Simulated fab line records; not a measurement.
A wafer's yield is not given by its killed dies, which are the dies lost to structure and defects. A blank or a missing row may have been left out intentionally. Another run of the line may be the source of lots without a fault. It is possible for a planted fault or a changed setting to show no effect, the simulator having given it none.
fab line records	flow ritCmos
[record] lots = 7	wafers = 21	lastDay = 7
route steps=202 shown CONTACT@176 M1@184
lots that met no fault: taken from a fault-free run of the same line
startH: start of the lot's first displayed wafer, in hours after the record's first day	waitH: how many hours have passed since the lot's step before this one	" unchanged from the row above	L1.1+2: several wafers, shown together as one row	- no value, or no start was given	* or withheld: withheld	< > ~ a bound
route shown NAME@n: a module of which the file shows steps, and the number in the route of the first	usual: mean/standard deviation taken from wafers without a fault	same: alike in all rows	chamber/n: place in a boat	sites: readings site by site	_std_site: standard deviation across them	_edge_site: mean of outer sites minus mean of inner sites	radiusMm: how far each site lies from the wafer's centre	mask NAME#n: copy n	behind: the most recent tool/chamber to have shaped the wafer	hold: the reason the lot was held/the length of the hold in hours/how it ended	device: the n, p or np transistor that did not switch	end of line: at the end of the route, the tests of the same wafers	a step without rows: its recipe alone	killed: dies that structure and defects cost at the first sort, which is not the same as the wafer's yield	map: shows each die of a wafer: x if killed, . if not, _ if none is there
set.NAME: the run value of the setting; set.NAME@STEP: its run value at that earlier step	model.NAME: the simulator's own value behind a step, which no gauge read
certain route steps with their lots: each step a table, each wafer a row
services: from which hour (startH, from the record's first day; less than 0 if before it) a tool's chamber was out of use, for how many hours, and why
[[steps]]
[step RIT_CONTACT_CD_MEAS_08]
[recipe] targetCdNm = 1000
[usual] cdNm = 999.5/2.7
lot.wafer	tool	chamber	startH	waitH	cdNm
L308.1	cdSem-01	-	62.52	-	1000.1
L308.5	"	-	"	"	997.5
L308.6	"	-	"	"	999.7
L309.1	cdSem-02	-	68.41	-	1000.3
L309.2	"	-	"	"	1000.6
L309.3	"	-	"	"	1000.1
L311.1	cdSem-01	-	78.96	-	997.9
L311.3	"	-	"	"	998.0
L311.6	"	-	"	"	998.5
L312.2	cdSem-01	-	84.08	-	1001.6
L312.4	"	-	"	"	1000.9
L312.5	"	-	"	"	1001.8
L314.2	cdSem-02	-	93.02	-	1002.2
L314.3	"	-	"	"	1003.1
L314.5	"	-	"	"	1002.8
L320.1	cdSem-01	-	122.44	-	996.4
L320.4	"	-	"	"	998.8
L320.5	"	-	"	"	997.6
L328.1	cdSem-02	-	162.57	-	995.1
L328.2	"	-	"	"	994.6
L328.6	"	-	"	"	993.7
[step RIT_CONTACT_OVL_MEAS_09]
[usual] CONTACT_OVL = 1.7/1.3
lot.wafer	tool	chamber	startH	waitH	CONTACT_OVL[nm]
L308.1	overlay-01	-	62.64	0.1	1.8
L308.5	"	-	"	"	1.1
L308.6	"	-	"	"	1.0
L309.1	overlay-02	-	68.53	0.1	2.4
L309.2	"	-	"	"	2.6
L309.3	"	-	"	"	0.9
L311.1	overlay-02	-	79.08	0.1	1.6
L311.3	"	-	"	"	3.4
L311.6	"	-	"	"	2.3
L312.2	overlay-02	-	84.19	0.1	1.0
L312.4	"	-	"	"	2.7
L312.5	"	-	"	"	2.3
L314.2	overlay-01	-	93.13	0.1	0.0
L314.3	"	-	"	"	0.4
L314.5	"	-	"	"	1.3
L320.1	overlay-02	-	122.56	0.1	4.6
L320.4	"	-	"	"	3.6
L320.5	"	-	"	"	3.2
L328.1	overlay-01	-	162.69	0.1	-0.2
L328.2	"	-	"	"	0.2
L328.6	"	-	"	"	-0.9
[step RIT_CONTACT_HARDBAKE_10]
[recipe] resist = NOVOLAK	tempC = 140	timeS = 60
[step RIT_CONTACT_ETCH_11]
[recipe] targetDepthA = 4800	overEtchFrac = 0.2	stopOn = TiSi2	chemistry = CHF3/CF4/Ar	target = SiO2	CHF3_flow_sccm = 50	cf4FlowSccm = 10	Ar_flow_sccm = 100	O2_flow_sccm = 5	pressureMtorr = 100	rfW = 200	timeS = 320
[usual] drypumpMotorCurrentA = 5.5/0.43	oesProductAu = 0.989/0.016	throttleValvePct = 8.85/0.13
lot.wafer	tool	chamber	startH	waitH	drypumpMotorCurrentA	oesProductAu	rfHoursCounterH	throttleValvePct
L308.1	rieDiel-01	1	62.83	0.1	5.9	0.972	65	8.93
L308.5	"	3	"	"	5.0	0.972	-	9.01
L308.6	"	0	"	"	4.8	0.989	-	9.02
L309.1	rieDiel-03	2	68.72	0.1	5.2	1.002	34	8.80
L309.2	"	0	"	"	5.5	1.000	58	8.57
L309.3	"	1	"	"	4.9	0.968	109	8.65
L311.1	rieDiel-02	3	79.27	0.1	6.2	0.975	131	8.82
L311.3	"	1	"	"	5.8	0.974	111	8.94
L311.6	"	1	"	"	5.8	0.979	-	8.96
L312.2	rieDiel-03	3	84.37	0.1	5.9	0.993	137	8.70
L312.4	"	2	"	"	5.3	0.999	35	8.80
L312.5	"	0	"	"	5.6	0.991	-	8.57
L314.2	rieDiel-01	1	93.31	0.1	5.9	0.980	65	8.93
L314.3	"	0	"	"	4.8	0.984	27	9.03
L314.5	"	2	"	"	5.2	1.019	-	8.87
L320.1	rieDiel-02	3	122.74	0.1	6.2	0.982	131	8.81
L320.4	"	1	"	"	5.7	0.982	112	8.95
L320.5	"	0	"	"	5.7	0.991	-	8.85
L328.1	rieDiel-02	1	162.88	0.1	5.7	0.975	112	8.96
L328.2	"	2	"	"	5.4	1.010	69	8.95
L328.6	"	3	"	"	6.2	0.985	-	8.81
[step RIT_CONTACT_STRIP_12]
[recipe] chemistry = O2	timeS = 180	resist = NOVOLAK	platenTempC = withheld	powerW = 500	pressureMtorr = 4000	o2FlowSccm = 4000
[usual] drypumpMotorCurrentA = 5.7/0.43
lot.wafer	tool	chamber	startH	waitH	drypumpMotorCurrentA	rfHoursCounterH
L308.1	plasmaAsher-01	0	63.02	0.1	5.0	46
L308.5	"	0	"	"	5.0	-
L308.6	"	1	"	"	5.5	-
L309.1	plasmaAsher-01	0	68.91	0.1	5.0	47
L309.2	"	1	"	"	5.5	47
L309.3	"	1	"	"	5.5	-
L311.1	plasmaAsher-02	0	79.47	0.1	6.2	44
L311.3	"	0	"	"	6.2	-
L311.6	"	0	"	"	6.2	-
L312.2	plasmaAsher-01	1	84.56	0.1	5.5	48
L312.4	"	0	"	"	4.9	-
L312.5	"	1	"	"	5.5	-
L314.2	plasmaAsher-04	1	93.50	0.1	5.9	29
L314.3	"	0	"	"	5.2	-
L314.5	"	1	"	"	5.9	-
L320.1	plasmaAsher-02	0	122.94	0.1	6.2	49
L320.4	"	0	"	"	6.2	-
L320.5	"	1	"	"	6.0	-
L328.1	plasmaAsher-02	1	163.07	0.1	6.0	54
L328.2	"	0	"	"	6.2	54
L328.6	"	1	"	"	6.0	-
[step RIT_CONTACT_CD_MEAS_90]
[recipe] targetCdNm = 1000
[usual] cdNm = 999.5/2.7
lot.wafer	tool	chamber	startH	waitH	cdNm
L308.1	cdSem-02	-	63.19	0.1	1000.4
L308.5	"	-	"	"	997.3
L308.6	"	-	"	"	999.9
L309.1	cdSem-02	-	69.09	0.1	1000.4
L309.2	"	-	"	"	1000.3
L309.3	"	-	"	"	1000.6
L311.1	cdSem-02	-	79.64	0.1	997.6
L311.3	"	-	"	"	997.6
L311.6	"	-	"	"	998.4
L312.2	cdSem-02	-	84.76	0.1	1001.8
L312.4	"	-	"	"	1001.9
L312.5	"	-	"	"	1001.5
L314.2	cdSem-02	-	93.70	0.1	1002.5
L314.3	"	-	"	"	1003.3
L314.5	"	-	"	"	1002.9
L320.1	cdSem-01	-	123.11	0.1	996.1
L320.4	"	-	"	"	998.1
L320.5	"	-	"	"	997.5
L328.1	cdSem-01	-	163.25	0.1	994.9
L328.2	"	-	"	"	994.4
L328.6	"	-	"	"	993.9
[step RIT_CONTACT_CLEAN_13]
[recipe] chemistry = SC1	mix = 3:3:50	timeS = 600	tempC = 75
[step RIT_CONTACT_CLEAN_14]
[recipe] chemistry = SC2	mix = 3:3:50	timeS = 600	tempC = 75	dry = n2Spin
[step RIT_M1_SPUTTER_00]
[recipe] material = Al	targetThkNm = 400	powerW = 2000	chamberPressurePa = 0.4	gas = Ar	timeS = 484.9	substrateTempC = 25
[usual] throttleValvePct = 30.3/0.78
lot.wafer	tool	chamber	startH	waitH	throttleValvePct
L308.1	pvdSputter-02	-	63.66	0.0	29.1
L308.5	"	-	"	"	29.5
L308.6	"	-	"	"	30.0
L309.1	pvdSputter-03	-	69.57	0.0	30.2
L309.2	"	-	"	"	30.6
L309.3	"	-	"	"	30.1
L311.1	pvdSputter-03	-	80.11	0.0	30.0
L311.3	"	-	"	"	30.0
L311.6	"	-	"	"	30.1
L312.2	pvdSputter-02	-	85.21	0.0	31.6
L312.4	"	-	"	"	29.5
L312.5	"	-	"	"	29.8
L314.2	pvdSputter-02	-	94.32	0.0	29.8
L314.3	"	-	"	"	32.0
L314.5	"	-	"	"	29.8
L320.1	pvdSputter-02	-	123.77	0.0	29.8
L320.4	"	-	"	"	32.2
L320.5	"	-	"	"	29.2
L328.1	pvdSputter-04	-	163.72	0.0	30.4
L328.2	"	-	"	"	29.6
L328.6	"	-	"	"	30.6
[step RIT_M1_RS_MEAS_01]
[recipe] thkMeasGauge = four-point-probe	reads = Al_of_M1_SPUTTER_00
[usual] M1_AL_RS = 0.0755/0.00081
lot.wafer	tool	chamber	startH	waitH	M1_AL_RS[ohm/sq]
L308.1	filmMetro-02	-	63.96	0.2	0.0777
L308.5	"	-	"	"	0.0760
L308.6	"	-	"	"	0.0759
L309.1	filmMetro-03	-	69.87	0.2	0.0744
L309.2	"	-	"	"	0.0754
L309.3	"	-	"	"	0.0756
L311.1	filmMetro-02	-	80.40	0.2	0.0742
L311.3	"	-	"	"	0.0739
L311.6	"	-	"	"	0.0739
L312.2	filmMetro-02	-	85.52	0.2	0.0754
L312.4	"	-	"	"	0.0763
L312.5	"	-	"	"	0.0749
L314.2	filmMetro-03	-	94.64	0.2	0.0756
L314.3	"	-	"	"	0.0762
L314.5	"	-	"	"	0.0758
L320.1	filmMetro-01	-	124.07	0.2	0.0763
L320.4	"	-	"	"	0.0767
L320.5	"	-	"	"	0.0768
L328.1	filmMetro-02	-	164.01	0.2	0.0761
L328.2	"	-	"	"	0.0757
L328.6	"	-	"	"	0.0765
[step RIT_M1_THK_MEAS_02]
[recipe] thkMeasGauge = xrf	reads = Al_of_M1_SPUTTER_00
[usual] M1_AL_THK = 396/5.5
lot.wafer	tool	chamber	startH	waitH	M1_AL_THK[nm]
L308.1	filmMetro-02	-	64.08	0.1	386
L308.5	"	-	"	"	396
L308.6	"	-	"	"	393
L309.1	filmMetro-03	-	69.99	0.1	402
L309.2	"	-	"	"	401
L309.3	"	-	"	"	399
L311.1	filmMetro-02	-	80.52	0.1	402
L311.3	"	-	"	"	403
L311.6	"	-	"	"	406
L312.2	filmMetro-02	-	85.63	0.1	399
L312.4	"	-	"	"	392
L312.5	"	-	"	"	398
L314.2	filmMetro-03	-	94.75	0.1	397
L314.3	"	-	"	"	395
L314.5	"	-	"	"	396
L320.1	filmMetro-01	-	124.19	0.1	387
L320.4	"	-	"	"	384
L320.5	"	-	"	"	385
L328.1	filmMetro-02	-	164.13	0.1	394
L328.2	"	-	"	"	396
L328.6	"	-	"	"	392
[step RIT_M1_HMDS_03]
[recipe] primeTimeS = 60	primeTempC = 140
[step RIT_M1_COAT_04]
[recipe] resist = NOVOLAK	spinRpm = 2000	resistThkNm = 1300
[usual] chillPlateTempC = 23.00/0.1	exhaustPa = 44.9/0.86	resistLineTempC = 23.00/0.12
lot.wafer	tool	chamber	startH	waitH	chillPlateTempC	exhaustPa	resistLineTempC	model.NOVOLAK_of_M1_COAT_04.thkNm
L308.1	lithoTrack-02	0	64.29	0.1	22.93	44.3	22.90	1294
L308.5	"	0	"	"	23.06	45.9	23.04	1294
L308.6	"	0	"	"	23.03	45.0	22.94	1296
L309.1	lithoTrack-02	0	70.20	0.1	23.12	45.2	23.05	711.9
L309.2	"	0	"	"	23.13	45.3	22.96	712.7
L309.3	"	0	"	"	22.96	44.5	22.90	711.4
L311.1	lithoTrack-02	0	80.73	0.1	22.90	43.2	23.08	713.3
L311.3	"	0	"	"	22.97	45.6	23.12	711.5
L311.6	"	0	"	"	22.97	44.6	23.04	712.5
L312.2	lithoTrack-01	0	86.00	0.1	23.06	45.1	23.20	1301
L312.4	"	0	"	"	22.92	45.0	23.10	1297
L312.5	"	0	"	"	23.10	44.0	23.03	1302
L314.2	lithoTrack-02	0	94.97	0.1	22.83	44.8	23.12	713.2
L314.3	"	0	"	"	22.89	44.5	23.21	713.9
L314.5	"	0	"	"	22.77	44.8	23.17	713.9
L320.1	lithoTrack-04	0	124.40	0.1	22.82	45.5	23.04	1304
L320.4	"	0	"	"	22.86	45.2	23.03	1301
L320.5	"	0	"	"	22.92	45.4	22.98	1302
L328.1	lithoTrack-02	0	164.34	0.1	23.00	44.7	23.12	1294
L328.2	"	0	"	"	23.06	45.9	23.15	1293
L328.6	"	0	"	"	23.07	43.2	23.03	1293
[step RIT_M1_SOFTBAKE_05]
[recipe] resist = NOVOLAK	tempC = 90	timeS = 60
[step RIT_M1_EXPOSE_06]
[recipe] maskId = M12	na = 0.6	sourceShape = conventional	sigmaOuter = 0.5	targetCdNm = 2600	doseMj = 250
[step RIT_M1_PEB_07]
[recipe] resist = NOVOLAK	tempC = withheld	timeS = withheld
[step RIT_M1_DEVELOP_08]
[recipe] resist = NOVOLAK	developTimeS = 70.4	devTempC = 23
[usual] chillPlateTempC = 23.01/0.11	exhaustPa = 45.3/0.89	resistLineTempC = 23.00/0.11
lot.wafer	tool	chamber	startH	waitH	chillPlateTempC	exhaustPa	resistLineTempC	model.M1.cdNm
L308.1	lithoTrack-02	0	-	-	22.82	44.9	22.97	2600
L308.5	"	0	"	"	22.98	43.9	23.10	2599
L308.6	"	0	"	"	22.90	46.1	22.90	2600
L309.1	lithoTrack-01	0	-	-	23.04	45.7	22.99	2530
L309.2	"	0	"	"	22.99	46.1	23.08	2529
L309.3	"	0	"	"	22.92	46.5	22.93	2530
L311.1	lithoTrack-04	0	-	-	22.82	44.9	23.09	2543
L311.3	"	0	"	"	22.69	45.0	23.01	2543
L311.6	"	0	"	"	23.05	45.6	22.93	2543
L312.2	lithoTrack-04	0	-	-	22.99	45.1	22.71	2598
L312.4	"	0	"	"	23.04	44.3	22.85	2600
L312.5	"	0	"	"	23.07	44.8	22.93	2600
L314.2	lithoTrack-02	0	-	-	23.03	44.2	23.07	2545
L314.3	"	0	"	"	22.91	45.9	22.97	2544
L314.5	"	0	"	"	22.98	44.7	23.04	2547
L320.1	lithoTrack-02	0	-	-	23.13	45.1	22.89	2598
L320.4	"	0	"	"	23.06	44.7	23.12	2603
L320.5	"	0	"	"	23.06	44.6	23.04	2601
L328.1	lithoTrack-04	0	-	-	23.21	45.1	23.06	2599
L328.2	"	0	"	"	22.96	45.1	22.99	2598
L328.6	"	0	"	"	23.06	45.8	23.03	2598
[step RIT_M1_CD_MEAS_09]
[recipe] targetCdNm = 2600
[usual] cdNm = 2599.3/2
lot.wafer	tool	chamber	startH	waitH	cdNm
L308.1	cdSem-01	-	65.02	-	2599.8
L308.5	"	-	"	"	2598.6
L308.6	"	-	"	"	2599.4
L309.1	cdSem-01	-	71.05	-	2529.5
L309.2	"	-	"	"	2529.1
L309.3	"	-	"	"	2530.0
L311.1	cdSem-01	-	81.59	-	2543.2
L311.3	"	-	"	"	2542.6
L311.6	"	-	"	"	2543.2
L312.2	cdSem-01	-	86.72	-	2597.8
L312.4	"	-	"	"	2600.3
L312.5	"	-	"	"	2600.4
L314.2	cdSem-01	-	95.75	-	2544.9
L314.3	"	-	"	"	2543.9
L314.5	"	-	"	"	2547.0
L320.1	cdSem-01	-	125.13	-	2598.0
L320.4	"	-	"	"	2602.9
L320.5	"	-	"	"	2600.7
L328.1	cdSem-01	-	165.07	-	2598.8
L328.2	"	-	"	"	2598.0
L328.6	"	-	"	"	2597.9
[step RIT_M1_OVL_MEAS_10]
[usual] M1_OVL = 0.2/1.7
lot.wafer	tool	chamber	startH	waitH	M1_OVL[nm]
L308.1	overlay-02	-	65.14	0.1	-0.4
L308.5	"	-	"	"	-0.8
L308.6	"	-	"	"	0.6
L309.1	overlay-02	-	71.17	0.1	-1.9
L309.2	"	-	"	"	-1.7
L309.3	"	-	"	"	-0.8
L311.1	overlay-01	-	81.71	0.1	1.8
L311.3	"	-	"	"	0.7
L311.6	"	-	"	"	-0.1
L312.2	overlay-02	-	86.83	0.1	0.0
L312.4	"	-	"	"	-0.4
L312.5	"	-	"	"	-0.8
L314.2	overlay-01	-	95.86	0.1	0.2
L314.3	"	-	"	"	-0.3
L314.5	"	-	"	"	0.4
L320.1	overlay-02	-	125.25	0.1	-1.8
L320.4	"	-	"	"	2.0
L320.5	"	-	"	"	-1.4
L328.1	overlay-01	-	165.19	0.1	1.2
L328.2	"	-	"	"	-0.7
L328.6	"	-	"	"	1.6
[step RIT_M1_HARDBAKE_11]
[recipe] resist = NOVOLAK	tempC = 140	timeS = 120
[step RIT_M1_METAL_ETCH_12]
[recipe] stopOn = SiO2	chemistry = Cl2/BCl3	target = Al	timeS = 165	overEtchFrac = 0.5	pressureMtorr = 100	targetDepthA = 6000	rfW = 250	Cl2_flow_sccm = 60	bcl3FlowSccm = 50
[usual] drypumpMotorCurrentA = 5.9/0.46	oesProductAu = 0.772/0.0097	throttleValvePct = 8.37/0.13
lot.wafer	tool	chamber	startH	waitH	drypumpMotorCurrentA	oesProductAu	rfHoursCounterH	throttleValvePct	model.NOVOLAK_of_M1_COAT_04.thkNm	model.M1.cdNm
L308.1	rieMetal-03	1	65.42	0.2	5.4	0.768	2	8.19	804.2	2601
L308.5	"	1	"	"	5.4	0.767	-	8.21	802.5	2600
L308.6	"	0	"	"	6.0	0.783	-	8.55	791.5	2599
L309.1	rieMetal-01	0	71.46	0.2	5.3	0.778	36	8.30	308.3	2530
L309.2	"	1	"	"	6.5	0.771	39	8.52	303.4	2532
L309.3	"	1	"	"	6.5	0.766	-	8.52	298.7	2532
L311.1	rieMetal-03	1	82.00	0.2	5.4	0.780	3	8.22	306.1	2546
L311.3	"	1	"	"	5.4	0.780	-	8.21	300.1	2545
L311.6	"	0	"	"	6.0	0.799	-	8.54	293.4	2543
L312.2	rieMetal-01	0	87.11	0.2	5.3	0.781	36	8.29	818.3	2598
L312.4	"	1	"	"	6.5	0.762	-	8.51	806.3	2603
L312.5	"	1	"	"	6.5	0.777	-	8.50	815.7	2604
L314.2	rieMetal-03	0	96.14	0.2	6.0	0.786	3	8.54	291.2	2544
L314.3	"	1	"	"	5.4	0.777	-	8.22	302	2545
L314.5	"	0	"	"	6.0	0.781	-	8.53	293.6	2546
L320.1	rieMetal-03	1	125.66	0.2	5.4	0.763	3	8.22	817.6	2599
L320.4	"	0	"	"	6.0	0.779	-	8.56	802.9	2601
L320.5	"	0	"	"	6.0	0.774	-	8.55	801.4	2599
L328.1	rieMetal-03	0	165.56	0.2	6.0	0.785	4	8.54	792.4	2597
L328.2	"	1	"	"	5.4	0.779	4	8.21	801.4	2601
L328.6	"	1	"	"	5.4	0.764	-	8.22	801.7	2601
[step RIT_M1_STRIP_13]
[recipe] chemistry = nmp	resist = NOVOLAK	tempC = 80	timeS = 600	dry = n2Spin
[step RIT_M1_PROBE_99]
[usual] defectLimitedYield = 97.2/1.1	killedAtContacts = 0.1/0.23	killedAtFrontEnd = 7.3/2.9	killedDies = 7.3/3	killedOpen = 3.6/1.8	killedShort = 3.7/2.1	sort_bin_3_pad_short = 0.1/0.27	sort_bin_5_function = 1.6/0.79	sort_bin_6_memory = 1.0/0.64	sortNPass = 256.7/3	sortYieldPct = 97.2/1.1
[same] grossDies = 264	killed_at_M0_to_M3 = 0	killed_at_M4_up = 0	killedAtBackSide = 0	killedAtOther = 0
lot.wafer	tool	chamber	startH	waitH	defectLimitedYield[%]	killedAtContacts	killedAtFrontEnd	killedDies	killedOpen	killedShort	sort_bin_3_pad_short[%]	sort_bin_5_function[%]	sort_bin_6_memory[%]	sortNPass	sortYieldPct[%]	model.etest.m1.widthNm
L308.1	prober-02	-	67.68	0.1	95.8	0	11	11	8	3	0	1.9	2.3	253.0	95.8	2598
L308.5	prober-02	-	67.88	0.2	97.7	0	6	6	3	3	0	1.1	1.1	258.0	97.7	2595
L308.6	prober-02	-	67.93	0.2	98.1	0	5	5	3	2	0.4	1.5	0	259.0	98.1	2604
L309.1	prober-01	-	73.71	0.1	98.5	0	4	4	2	2	0	1.1	0.4	260.0	98.5	2532
L309.2	prober-01	-	73.76	0.1	100.0	0	0	0	0	0	0	0	0	264.0	100.0	2537
L309.3	prober-01	-	73.81	0.2	98.5	0	4	4	2	2	0	0.4	1.1	260.0	98.5	2531
L311.1	prober-01	-	84.25	0.1	97.0	0	8	8	5	3	0	2.3	0.8	256.0	97.0	2545
L311.3	prober-01	-	84.35	0.2	95.1	0	13	13	4	9	0	3.8	1.1	251.0	95.1	2543
L311.6	prober-01	-	84.50	0.2	96.6	0	9	9	5	4	0	2.7	0.8	255.0	96.6	2542
L312.2	prober-02	-	89.58	0.1	97.7	0	6	6	1	5	0	1.5	0.8	258.0	97.7	2599
L312.4	prober-02	-	89.68	0.2	97.7	0	6	6	2	4	0.4	1.5	0.4	258.0	97.7	2609
L312.5	prober-02	-	89.73	0.2	94.3	1	14	15	4	11	0	3.4	2.3	249.0	94.3	2600
L314.2	prober-02	-	98.49	0.1	97.0	0	8	8	5	3	0	2.3	0.8	256.0	97.0	2547
L314.3	prober-02	-	98.54	0.2	97.7	0	6	6	5	1	0	1.1	1.1	258.0	97.7	2543
L314.5	prober-02	-	98.64	0.2	96.6	0	9	9	6	3	0	2.7	0.8	255.0	96.6	2540
L320.1	prober-02	-	128.12	0.1	99.2	0	2	2	2	0	0	0.4	0.4	262.0	99.2	2603
L320.4	prober-02	-	128.27	0.2	94.7	0	14	14	7	7	0	3.4	1.9	250.0	94.7	2593
L320.5	prober-02	-	128.32	0.2	95.8	0	11	11	5	6	0.4	2.3	1.5	253.0	95.8	2602
L328.1	prober-02	-	168.63	0.1	97.3	0	7	7	4	3	0	1.9	0.8	257.0	97.3	2598
L328.2	prober-02	-	168.68	0.1	97.7	1	5	6	1	4	0.4	0.4	1.5	258.0	97.7	2598
L328.6	prober-02	-	168.88	0.2	97.0	0	8	8	4	4	0.4	1.1	1.5	256.0	97.0	2592
// killed by level:class
L308.1 GATE:geometricParticle:open=5 FOX2:geometricParticle:open=3 FOX2:geometricParticle:short=1 SPACER:geometricParticle:short=1 SILICIDE:geometricParticle:short=1
L308.5 FOX1:geometricParticle:short=2 SPACER:geometricParticle:open=2 FOX2:geometricParticle:short=1 GATE:geometricParticle:open=1
L308.6 GATE:geometricParticle:short=2 GATE:geometricParticle:open=2 FOX1:geometricParticle:open=1
L309.1 FOX1:geometricParticle:open=1 FOX1:geometricParticle:short=1 GATE:geometricParticle:short=1 REOX:geometricParticle:open=1
L309.2
L309.3 FOX1:geometricParticle:short=1 FOX2:geometricParticle:open=1 GATE:geometricParticle:open=1 REOX:geometricParticle:short=1
L311.1 REOX:geometricParticle:short=3 FOX1:geometricParticle:open=2 GATE:geometricParticle:open=2 REOX:geometricParticle:open=1
L311.3 GATE:geometricParticle:short=5 FOX1:geometricParticle:short=2 GATE:geometricParticle:open=2 SILICIDE:geometricParticle:short=2 SPACER:geometricParticle:open=1 SILICIDE:geometricParticle:open=1
L311.6 REOX:geometricParticle:short=3 SPACER:geometricParticle:open=2 FOX1:geometricParticle:short=1 FOX1:geometricParticle:open=1 GATE:geometricParticle:open=1 SILICIDE:geometricParticle:open=1
L312.2 REOX:geometricParticle:short=3 GATE:geometricParticle:open=1 SPACER:geometricParticle:short=1 SILICIDE:geometricParticle:short=1
L312.4 FOX1:geometricParticle:short=1 FOX1:geometricParticle:open=1 GATE:geometricParticle:short=1 REOX:geometricParticle:short=1 SPACER:geometricParticle:open=1 SPACER:geometricParticle:short=1
L312.5 GATE:geometricParticle:short=5 SPACER:geometricParticle:short=4 FOX1:geometricParticle:open=2 SPACER:geometricParticle:open=2 REOX:geometricParticle:short=1 CONTACT:geometricParticle:short=1
L314.2 FOX1:geometricParticle:open=2 GATE:geometricParticle:short=2 FOX2:geometricParticle:open=1 GATE:geometricParticle:open=1 REOX:geometricParticle:open=1 SILICIDE:geometricParticle:short=1
L314.3 REOX:geometricParticle:open=3 GATE:geometricParticle:open=2 FOX2:geometricParticle:short=1
L314.5 GATE:geometricParticle:open=2 GATE:geometricParticle:short=2 REOX:geometricParticle:open=2 FOX1:geometricParticle:open=1 REOX:geometricParticle:short=1 SILICIDE:geometricParticle:open=1
L320.1 GATE:geometricParticle:open=2
L320.4 GATE:geometricParticle:short=4 FOX1:geometricParticle:open=3 FOX2:geometricParticle:open=2 GATE:geometricParticle:open=2 SILICIDE:geometricParticle:short=2 FOX2:geometricParticle:short=1
L320.5 FOX2:geometricParticle:short=4 FOX1:geometricParticle:open=2 GATE:geometricParticle:open=1 GATE:geometricParticle:short=1 SPACER:geometricParticle:open=1 SPACER:geometricParticle:short=1 SILICIDE:geometricParticle:open=1
L328.1 SILICIDE:geometricParticle:short=2 FOX1:geometricParticle:open=1 FOX2:geometricParticle:open=1 GATE:geometricParticle:open=1 GATE:geometricParticle:short=1 SPACER:geometricParticle:open=1
L328.2 GATE:geometricParticle:short=2 FOX1:geometricParticle:open=1 FOX1:geometricParticle:short=1 SPACER:geometricParticle:short=1 CONTACT:coatMicrobubblePrinted=1
L328.6 GATE:geometricParticle:open=4 GATE:geometricParticle:short=3 FOX1:geometricParticle:short=1
[[services]]
tool	chamber	startH	hours	kind
rieMetal-01	0	42.78	14.4	repair
rieDiel-03	-	54.63	2.8	pm
pvdSputter-03	-	58.49	4.8	repair
rieDiel-03	3	61.35	8.1	repair
rieDiel-01	-	76.42	1.5	repair
rieDiel-02	0	104.64	8.5	repair
plasmaAsher-01	-	108.75	9.0	pm
plasmaAsher-01	0	108.75	9.0	ventCycle
plasmaAsher-01	1	108.75	9.0	ventCycle
pvdSputter-02	-	116.67	0.7	repair
plasmaAsher-01	0	117.75	-	clean
rieDiel-01	-	124.38	4.3	pm
rieMetal-01	-	136.12	20.0	pm
rieDiel-01	-	140.63	1.6	repair
rieMetal-01	0	141.68	3.6	repair
rieDiel-01	1	142.43	10.3	repair
rieDiel-03	-	145.15	2.3	repair
rieDiel-02	3	147.65	4.9	repair
pvdSputter-03	-	153.42	4.4	repair
rieDiel-01	0	156.46	12.2	repair
rieDiel-01	3	157.23	10.8	repair
pvdSputter-03	-	159.16	10.0	repair
rieDiel-03	1	161.34	3.1	repair
pvdSputter-02	-	163.18	7.8	repair
[[key]]
[firstSign] step = RIT_M1_CD_MEAS_09	reading = cdNm	direction = down	sigmas = 29	usual = 2599.3	struck = 2539.3	through = controlLoop
effect none on later readings
[modelEffect] step = RIT_M1_COAT_04	value = NOVOLAK_of_M1_COAT_04.thkNm	without = 1296	struck = 712.7
[modelEffect] step = RIT_M1_DEVELOP_08	value = M1.cdNm	without = 2599	struck = 2539
[modelEffect] step = RIT_M1_METAL_ETCH_12	value = NOVOLAK_of_M1_COAT_04.thkNm	without = 803.1	struck = 299.6
[modelEffect] step = RIT_M1_PROBE_99	value = etest.m1.widthNm	without = 2600	struck = 2540
metAt RIT_M1_COAT_04
struckWafers L309.1,L309.2,L309.3,L311.1,L311.3,L311.6,L314.2,L314.3,L314.5
[loopTrim] step = RIT_M1_EXPOSE_06	setting = dose	lots = L311,L314
onsetBetween 64.29 70.20
[fault] kind = processParameterDrift	tool = lithoTrack-02	chamber = -	onsetH = 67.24	steps = RIT_M1_COAT_04	channel = resistThkNm	offset = -585	shape = step	endH = 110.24	actsIn = theseRecipesOnly	stated = 1300
// loopTrim: a control loop set the setting to another value than it would have without faults
